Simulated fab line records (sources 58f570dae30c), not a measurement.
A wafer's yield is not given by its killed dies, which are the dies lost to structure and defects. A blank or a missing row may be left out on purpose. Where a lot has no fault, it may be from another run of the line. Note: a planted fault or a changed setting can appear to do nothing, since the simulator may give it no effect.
The tool behind it: which one? :: flow berkeley-cmos170 :: Sampling: 14 lots, 42 wafers, 4 of 331 route steps

== WHAT THE GAUGES READ, wafer by wafer ==
UCB170_V2_THK_MEAS_04.
lot: L215
measured: day 8 15:56
on: film-metro-02
V2_POLISHED_THK (nm): 1001.2 999.0 1001.4

lot: L216
measured: day 9 06:14
on: film-metro-02
V2_POLISHED_THK (nm): 1000.4 999.2 1000.7

lot: L217
measured: day 9 09:35
on: film-metro-03
V2_POLISHED_THK (nm): 1000.8 1001.3 1000.8

lot: L218
measured: day 9 09:58
on: film-metro-04
V2_POLISHED_THK (nm): 1000.8 1000.0 1000.9

lot: L219
measured: day 9 21:06
on: film-metro-03
V2_POLISHED_THK (nm): 1000.5 998.8 1001.2

lot: L221
measured: day 10 03:17
on: film-metro-02
V2_POLISHED_THK (nm): 1000.6 998.9 1000.7

lot: L224
measured: day 11 01:01
on: film-metro-04
V2_POLISHED_THK (nm): 999.2 1001.5 1000.2

lot: L225
measured: day 11 01:19
on: film-metro-04
V2_POLISHED_THK (nm): 1000.8 999.5 1002.8

lot: L223
measured: day 11 02:10
on: film-metro-03
V2_POLISHED_THK (nm): 999.2 1001.2 1000.1

lot: L233
measured: day 12 07:16
on: film-metro-03
V2_POLISHED_THK (nm): 999.6 1000.2 1002.0

lot: L234
measured: day 12 15:31
on: film-metro-03
V2_POLISHED_THK (nm): 1000.5 1001.0 1001.0

lot: L236
measured: day 13 15:10
on: film-metro-02
V2_POLISHED_THK (nm): 1000.9 1000.0 998.5

lot: L238
measured: day 13 15:46
on: film-metro-02
V2_POLISHED_THK (nm): 1000.6 998.6 999.5

lot: L235
measured: day 13 15:47
on: film-metro-04
V2_POLISHED_THK (nm): 999.5 999.0 997.9

UCB170_M3_CD_MEAS_90: the cd target is 700 nm.
lot: L215
measured: day 8 20:37
on: cd-sem-02
cd-nm (nm): 699 697 696

lot: L216
measured: day 9 13:21
on: cd-sem-01
cd-nm (nm): 701 705 702

lot: L217
measured: day 9 14:50
on: cd-sem-02
cd-nm (nm): 696 697 698

lot: L218
measured: day 9 16:36
on: cd-sem-01
cd-nm (nm): 693 697 696

lot: L219
measured: day 10 03:09
on: cd-sem-02
cd-nm (nm): 708 706 705

lot: L221
measured: day 10 11:43
on: cd-sem-02
cd-nm (nm): 702 701 698

lot: L224
measured: day 11 05:35
on: cd-sem-01
cd-nm (nm): 701 698 699

lot: L225
measured: day 11 06:18
on: cd-sem-02
cd-nm (nm): 698 701 701

lot: L223
measured: day 11 07:36
on: cd-sem-02
cd-nm (nm): 694 693 695

lot: L233
measured: day 12 12:27
on: cd-sem-01
cd-nm (nm): 703 703 701

lot: L234
measured: day 12 22:11
on: cd-sem-02
cd-nm (nm): 700 704 702

lot: L236
measured: day 13 20:28
on: cd-sem-01
cd-nm (nm): 699 703 699

lot: L238
measured: day 13 20:55
on: cd-sem-01
cd-nm (nm): 699 702 702

lot: L235
measured: day 13 21:30
on: cd-sem-02
cd-nm (nm): 705 703 701

== WHICH TOOL RAN EACH LOT (tool, then ch and the chambers of the sampled wafers, then the start) ==
lot: L215
UCB170_M2_STRIP_19: plasma-asher-03 ch 0,1, day 8 15:05
UCB170_M3_METAL_ETCH_18: rie-metal-04 ch 0,1, day 8 20:19

lot: L216
UCB170_M2_STRIP_19: plasma-asher-02 ch 0,1, day 9 05:23
UCB170_M3_METAL_ETCH_18: rie-metal-01 ch 1, day 9 12:52

lot: L217
UCB170_M2_STRIP_19: plasma-asher-01 ch 1, day 9 08:44
UCB170_M3_METAL_ETCH_18: rie-metal-03 ch 0,1, day 9 14:32

lot: L218
UCB170_M2_STRIP_19: plasma-asher-02 ch 1, day 9 09:02
UCB170_M3_METAL_ETCH_18: rie-metal-03 ch 0,1, day 9 16:17

lot: L219
UCB170_M2_STRIP_19: plasma-asher-01 ch 0,1, day 9 20:14
UCB170_M3_METAL_ETCH_18: rie-metal-01 ch 0,1, day 10 02:50

lot: L221
UCB170_M2_STRIP_19: plasma-asher-02 ch 0,1, day 10 02:26
UCB170_M3_METAL_ETCH_18: rie-metal-04 ch 0,1, day 10 11:20

lot: L224
UCB170_M2_STRIP_19: plasma-asher-02 ch 0,1, day 11 00:09
UCB170_M3_METAL_ETCH_18: rie-metal-01 ch 0,1, day 11 05:13

lot: L225
UCB170_M2_STRIP_19: plasma-asher-01 ch 0,1, day 11 00:26
UCB170_M3_METAL_ETCH_18: rie-metal-03 ch 0,1, day 11 06:01

lot: L223
UCB170_M2_STRIP_19: plasma-asher-01 ch 1, day 11 01:07
UCB170_M3_METAL_ETCH_18: rie-metal-03 ch 0,1, day 11 07:16

lot: L233
UCB170_M2_STRIP_19: plasma-asher-02 ch 0,1, day 12 06:18
UCB170_M3_METAL_ETCH_18: rie-metal-01 ch 0, day 12 12:08

lot: L234
UCB170_M2_STRIP_19: plasma-asher-01 ch 0,1, day 12 14:38
UCB170_M3_METAL_ETCH_18: rie-metal-04 ch 1, day 12 21:46

lot: L236
UCB170_M2_STRIP_19: plasma-asher-03 ch 0,1, day 13 14:18
UCB170_M3_METAL_ETCH_18: rie-metal-01 ch 0,1, day 13 20:10

lot: L238
UCB170_M2_STRIP_19: plasma-asher-03 ch 0,1, day 13 14:55
UCB170_M3_METAL_ETCH_18: rie-metal-01 ch 0,1, day 13 20:37

lot: L235
UCB170_M2_STRIP_19: plasma-asher-01 ch 0,1, day 13 14:56
UCB170_M3_METAL_ETCH_18: rie-metal-04 ch 1, day 13 21:01
- UCB170_M2_STRIP_19: strips in O2.
- UCB170_M3_METAL_ETCH_18: etches Al in Cl2/BCl3, stops on SiO2, target depth 1170 nm, time 195 s.

== AS READ BY THE TOOLS THEMSELVES (means over the sampled wafers that have a number; for cases with no such wafer, the mark the record gives instead) ==
UCB170_M2_STRIP_19.
lot: L215
tool: plasma-asher-03
drypump-motor-current-A (A): 5.60
o2-flow-sccm (sccm): 400.7
oes-product-au (a.u.): 0.531

lot: L216
tool: plasma-asher-02
drypump-motor-current-A (A): 5.38
o2-flow-sccm (sccm): 401.8
oes-product-au (a.u.): 0.526

lot: L217
tool: plasma-asher-01
drypump-motor-current-A (A): 5.78
o2-flow-sccm (sccm): 399.8
oes-product-au (a.u.): 0.532

lot: L218
tool: plasma-asher-02
drypump-motor-current-A (A): 5.40
o2-flow-sccm (sccm): 399.4
oes-product-au (a.u.): 0.521

lot: L219
tool: plasma-asher-01
drypump-motor-current-A (A): 5.30
o2-flow-sccm (sccm): 400.0
oes-product-au (a.u.): 0.529

lot: L221
tool: plasma-asher-02
drypump-motor-current-A (A): 5.36
o2-flow-sccm (sccm): 399.9
oes-product-au (a.u.): 0.547

lot: L224
tool: plasma-asher-02
drypump-motor-current-A (A): 5.39
o2-flow-sccm (sccm): 399.1
oes-product-au (a.u.): 0.515

lot: L225
tool: plasma-asher-01
drypump-motor-current-A (A): 5.54
o2-flow-sccm (sccm): 401.0
oes-product-au (a.u.): 0.540

lot: L223
tool: plasma-asher-01
drypump-motor-current-A (A): 5.81
o2-flow-sccm (sccm): 397.7
oes-product-au (a.u.): 0.538

lot: L233
tool: plasma-asher-02
drypump-motor-current-A (A): 5.37
o2-flow-sccm (sccm): 399.1
oes-product-au (a.u.): 0.530

lot: L234
tool: plasma-asher-01
drypump-motor-current-A (A): 5.29
o2-flow-sccm (sccm): 400.1
oes-product-au (a.u.): 0.526

lot: L236
tool: plasma-asher-03
drypump-motor-current-A (A): 5.59
o2-flow-sccm (sccm): 400.1
oes-product-au (a.u.): 0.528

lot: L238
tool: plasma-asher-03
drypump-motor-current-A (A): 5.61
o2-flow-sccm (sccm): 400.2
oes-product-au (a.u.): 0.526

lot: L235
tool: plasma-asher-01
drypump-motor-current-A (A): 5.29
o2-flow-sccm (sccm): 399.9
oes-product-au (a.u.): 0.547

UCB170_M3_METAL_ETCH_18.
lot: L215
tool: rie-metal-04
bcl3-flow-sccm (sccm): 45.09
bias-w (W): 119.9
drypump-motor-current-A (A): 6.3
he-backside-leak-sccm (sccm): 3.08
oes-product-au (a.u.): 0.863
throttle-valve-pct (%): 24.89

lot: L216
tool: rie-metal-01
bcl3-flow-sccm (sccm): 45.08
bias-w (W): 120.4
drypump-motor-current-A (A): 6.1
he-backside-leak-sccm (sccm): 3.26
oes-product-au (a.u.): 0.849
throttle-valve-pct (%): 24.44

lot: L217
tool: rie-metal-03
bcl3-flow-sccm (sccm): 45.00
bias-w (W): 120.4
drypump-motor-current-A (A): 5.5
he-backside-leak-sccm (sccm): 3.45
oes-product-au (a.u.): 0.864
throttle-valve-pct (%): 24.39

lot: L218
tool: rie-metal-03
bcl3-flow-sccm (sccm): 44.91
bias-w (W): 120.0
drypump-motor-current-A (A): 5.5
he-backside-leak-sccm (sccm): 3.34
oes-product-au (a.u.): 0.853
throttle-valve-pct (%): 24.40

lot: L219
tool: rie-metal-01
bcl3-flow-sccm (sccm): 45.07
bias-w (W): 119.8
drypump-motor-current-A (A): 6.1
he-backside-leak-sccm (sccm): 3.42
oes-product-au (a.u.): 0.858
throttle-valve-pct (%): 24.50

lot: L221
tool: rie-metal-04
bcl3-flow-sccm (sccm): 45.02
bias-w (W): 119.9
drypump-motor-current-A (A): 6.0
he-backside-leak-sccm (sccm): 3.20
oes-product-au (a.u.): 0.867
throttle-valve-pct (%): 24.91

lot: L224
tool: rie-metal-01
bcl3-flow-sccm (sccm): 45.03
bias-w (W): 119.9
drypump-motor-current-A (A): 6.1
he-backside-leak-sccm (sccm): 3.31
oes-product-au (a.u.): 0.847
throttle-valve-pct (%): 24.57

lot: L225
tool: rie-metal-03
bcl3-flow-sccm (sccm): 45.12
bias-w (W): 123.7
drypump-motor-current-A (A): 5.2
he-backside-leak-sccm (sccm): 3.45
oes-product-au (a.u.): 0.869
throttle-valve-pct (%): 24.41

lot: L223
tool: rie-metal-03
bcl3-flow-sccm (sccm): 45.03
bias-w (W): 123.3
drypump-motor-current-A (A): 5.5
he-backside-leak-sccm (sccm): 3.37
oes-product-au (a.u.): 0.866
throttle-valve-pct (%): 24.39

lot: L233
tool: rie-metal-01
bcl3-flow-sccm (sccm): 45.13
bias-w (W): 119.9
drypump-motor-current-A (A): 6.2
he-backside-leak-sccm (sccm): 3.20
oes-product-au (a.u.): 0.838
throttle-valve-pct (%): 24.65

lot: L234
tool: rie-metal-04
bcl3-flow-sccm (sccm): 45.15
bias-w (W): 120.5
drypump-motor-current-A (A): 6.5
he-backside-leak-sccm (sccm): 3.27
oes-product-au (a.u.): 0.878
throttle-valve-pct (%): 24.86

lot: L236
tool: rie-metal-01
bcl3-flow-sccm (sccm): 44.90
bias-w (W): 120.0
drypump-motor-current-A (A): 6.2
he-backside-leak-sccm (sccm): 3.54
oes-product-au (a.u.): 0.851
throttle-valve-pct (%): 24.57

lot: L238
tool: rie-metal-01
bcl3-flow-sccm (sccm): 45.09
bias-w (W): 120.0
drypump-motor-current-A (A): 6.1
he-backside-leak-sccm (sccm): 3.11
oes-product-au (a.u.): 0.856
throttle-valve-pct (%): 24.49

lot: L235
tool: rie-metal-04
bcl3-flow-sccm (sccm): 44.98
bias-w (W): 119.6
drypump-motor-current-A (A): 6.5
he-backside-leak-sccm (sccm): 3.29
oes-product-au (a.u.): 0.870
throttle-valve-pct (%): 24.87

== THE ANSWER, worked out from the rows above alone ==
Rule: the usual values come from the lots themselves. The widest of any qualifying gaps counts: lots, ordered by their means at a reading, are off when they make up no more than a third of the lots, leave a main group of 4 or more, and stand apart from it by 3 or more times the standard deviation of that group's means. A main group is skipped when, at the precision printed for the reading in the tables above, its means are all equal. A lot without any number at a reading at which 4 lots or more have one is off too. All remaining lots with rows at the step are treated as sound. Order of review: gauges by route order, followed by the tools' own readings, for which a lot's mean as printed above is used. At the first step where some lot is off, the reading lying furthest off is the one used; lots without a number count as furthest.
Off at UCB170_M3_METAL_ETCH_18 (bias-w): L225, L223. The main group has a mean of 120.0 W with a standard deviation of 0.26.
A tool fits if, at that step or a process step before it, it ran every lot that is off, and no sound lot after the first of them. One candidate fits, namely rie-metal-03 at UCB170_M3_METAL_ETCH_18. Its last sound lot is L218 (day 9 16:17), its first lot that is off L225 (day 11 06:01): a fault that began between those two fits.
The tool's own readings at UCB170_M3_METAL_ETCH_18 bear it out: on the lots that are off they differ by more than 5 times the standard deviation of the sound lots' means. bias-w reads 123.5 W there against 120.0 W on the sound lots.

== WHAT THE SIMULATOR HAD INSERTED ==
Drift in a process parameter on rie-metal-03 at UCB170_M3_METAL_ETCH_18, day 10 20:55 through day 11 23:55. Setting bias-w, moved by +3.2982, from 120. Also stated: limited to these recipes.
Shown lots that were struck: L225, L223. Same finding as the rule above.
